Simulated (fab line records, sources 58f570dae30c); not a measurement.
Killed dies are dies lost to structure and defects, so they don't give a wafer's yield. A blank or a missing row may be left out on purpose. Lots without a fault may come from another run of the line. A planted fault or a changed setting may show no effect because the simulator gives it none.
Split-lot experiment | flow berkeley_cmos170 | 5 lots, 23 wafers read, on a route of 331 steps

THE SPLIT
At UCB170_M1_COAT_04 (resist thk 900 nm), the setting resist_thk_nm was moved away from the recipe's 900 nm on 6 of the 23 wafers read, by -3.8% to +5.6%. The other wafers ran this setting at the recipe's value.

FROM THE SPLIT TO THE READING: what the file shows between them, 3 steps
- UCB170_M1_SOFTBAKE_05: time 60 s
- UCB170_M1_EXPOSE_06: exposes mask METAL1, target cd 700 nm
- UCB170_M1_ETCH_11: etches BARC in N2/H2

THE READING
KrF_of_M1_COAT_04.thk_nm (the simulator's own value, which no gauge read), in nm, at UCB170_M1_METAL_ETCH_12 (etches Al in Cl2/BCl3, stops on PSG, target depth 780 nm, time 130 s). The file gives no usual value for it. The 17 wafers here that ran the recipe average 435.8 nm, standard deviation 7.8 nm.

wafer  | tool, chamber at the split | resist_thk_nm as run, nm | against the recipe | KrF_of_M1_COAT_04.thk_nm, nm | against lot-mates on the recipe
L075.1 | litho_track-04, 0          | 900                      | recipe             | 432.7                        | -
L075.2 | litho_track-04, 0          | 900                      | recipe             | 437.6                        | -
L075.3 | litho_track-04, 0          | 865.9                    | -3.8%              | 397.2                        | -38.3
L075.4 | litho_track-04, 0          | 900                      | recipe             | 436.3                        | -
L075.5 | litho_track-04, 0          | 865.9                    | -3.8%              | 398.6                        | -36.9
L079.1 | litho_track-02, 0          | 950.3                    | +5.6%              | 488.9                        | +49.1
L079.2 | litho_track-02, 0          | 950.3                    | +5.6%              | 491.4                        | +51.6
L079.3 | litho_track-02, 0          | 900                      | recipe             | 441.8                        | -
L079.4 | litho_track-02, 0          | 900                      | recipe             | 437.1                        | -
L079.5 | litho_track-02, 0          | 900                      | recipe             | 440.4                        | -
L080.2 | litho_track-03, 0          | 900                      | recipe             | 429                          | -
L080.3 | litho_track-03, 0          | 900                      | recipe             | 451.6                        | -
L080.4 | litho_track-03, 0          | 900                      | recipe             | 428                          | -
L080.5 | litho_track-03, 0          | 900                      | recipe             | 454.1                        | -
L080.6 | litho_track-03, 0          | 900                      | recipe             | 430.8                        | -
L082.2 | litho_track-03, 0          | 900                      | recipe             | 434.9                        | -
L082.4 | litho_track-03, 0          | 900                      | recipe             | 438.9                        | -
L082.6 | litho_track-03, 0          | 900                      | recipe             | 433.4                        | -
L085.2 | litho_track-03, 0          | 900                      | recipe             | 427.7                        | -
L085.3 | litho_track-03, 0          | 882.5                    | -1.9%              | 411.7                        | -15.5
L085.4 | litho_track-03, 0          | 882.5                    | -1.9%              | 412.6                        | -14.6
L085.5 | litho_track-03, 0          | 900                      | recipe             | 427.8                        | -
L085.6 | litho_track-03, 0          | 900                      | recipe             | 426                          | -

THE FIT
A straight line over all 23 wafers: KrF_of_M1_COAT_04.thk_nm changes by +9.99 nm for each +1% of resist_thk_nm; r = +0.95; the points scatter about the line by 7.1 nm.
The same after taking each lot's own level away (the mean of its wafers on the recipe; 23 wafers): +9.18 nm for each +1%; r = +0.96; scatter 6 nm.
On that fit, the largest move of resist_thk_nm shifts the reading by 51 nm.
The lots' own levels span 427.17 to 439.77 nm, that is 1.6 times the standard deviation above.
So the lot-to-lot level changes the slope little: the two slopes agree.
Check: with one of the wafers moved furthest among these (+5.6%) left out of the fit, the line predicts +52.4 nm for it against its lot-mates. It came out at +49.1 nm against them.

OTHER SPLITS ON THESE WAFERS
These wafers also went through other splits before the reading. Each is held against what the fit with the lots' levels taken away leaves over:
other split on the same wafers           | wafers away from the commonest value | r with KrF_of_M1_COAT_04.thk_nm (lot level and that fit taken away)
UCB170_NWELL_CVD_04 time_s               | 18                                   | -0.11
UCB170_NWELL_DEVELOP_11 dev_temp_c       | 7                                    | +0.16
UCB170_PWELL_IMPLANT_15 dose_cm2         | 5                                    | +0.11
UCB170_WELLDRIVE_OXIDATION_01 ox_time_s  | 18                                   | +0.09
UCB170_NVT_IMPLANT_07 energy_kev         | 8                                    | -0.02
UCB170_PLDD_IMPLANT_09 dose_cm2          | 8                                    | +0.06
UCB170_NLDD_EXPOSE_03 dose_mj            | 6                                    | -0.02
UCB170_NLDD_IMPLANT_08 dose_cm2          | 11                                   | -0.21
UCB170_M1_SPUTTER_00 chamber_pressure_pa | 18                                   | +0.08

THE WHOLE CHAIN: every reading that the file lists as answering this split, in the file's order
step                    | what it does                                                         | reading                                                                   | change (the file's fit)              | r (the file's)
UCB170_M1_COAT_04       | resist thk 900 nm                                                    | KrF_of_M1_COAT_04.thk_nm (the simulator's own value, which no gauge read) | +9.01 nm for each +1% of the setting | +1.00
UCB170_M1_METAL_ETCH_12 | etches Al in Cl2/BCl3, stops on PSG, target depth 780 nm, time 130 s | KrF_of_M1_COAT_04.thk_nm (the simulator's own value, which no gauge read) | +9.18 nm for each +1% of the setting | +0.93

THE FILE'S OWN FIT
KrF_of_M1_COAT_04.thk_nm changes by +9.18 nm for each +1% of resist_thk_nm, r = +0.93.
